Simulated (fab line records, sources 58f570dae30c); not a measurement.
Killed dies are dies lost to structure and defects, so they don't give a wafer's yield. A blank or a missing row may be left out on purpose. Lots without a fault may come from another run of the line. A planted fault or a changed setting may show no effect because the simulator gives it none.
Chamber matching | flow berkeley_cmos170 | UCB170_V1_ETCH_14 on rie_diel-04: 4 sister chambers
The step etches SiO2 in CHF3/CF4/Ar, stops on Al, target depth 1250 nm, time 291 s. 8 wafers are shown with their chamber, then 7 later ones without.

WAFERS WITH THEIR CHAMBER
wafer  | chamber | drypump_motor_current_A (A) | throttle_valve_pct (%)
L241.5 | 3       | 5.33                        | 6.95
L242.4 | 0       | 5.56                        | 7.10
L242.5 | 1       | 5.69                        | 7.08
L250.2 | 3       | 5.33                        | 6.95
L250.5 | 0       | 5.52                        | 7.09
L250.6 | 1       | 5.69                        | 7.06
L256.4 | 2       | 5.11                        | 6.92
L256.5 | 2       | 5.11                        | 6.92

WAFERS WITHOUT THEIR CHAMBER
wafer  | drypump_motor_current_A (A) | throttle_valve_pct (%)
L256.6 | 5.36                        | 6.95
L258.1 | 5.08                        | 6.91
L258.2 | 5.52                        | 7.08
L258.5 | 5.09                        | 6.91
L259.1 | 5.12                        | 6.93
L259.3 | 5.53                        | 7.09
L259.6 | 5.11                        | 6.92

WHICH CHAMBER EACH WENT THROUGH
wafer  | from the rows above | in truth
L256.6 | 3                   | 3
L258.1 | 2                   | 2
L258.2 | 0                   | 0
L258.5 | 2                   | 2
L259.1 | 2                   | 2
L259.3 | 0                   | 0
L259.6 | 2                   | 2
Placed correctly: 7 of 7. Can't be placed from these rows: 0. Placed wrongly: 0.
How it was worked out, from the rows above alone: a wafer's distance from a chamber is the root of the sum, over the readings, of the square of ((its reading less the chamber's mean) divided by the reading's scatter). The wafer belongs to the nearest chamber; if the next one is less than 2 further off, it can't be placed. A chamber's mean is the mean of its shown wafers. The scatter: the root of (the sum of the squares of (reading less its chamber's mean) over the shown wafers, divided by (wafers less chambers)).
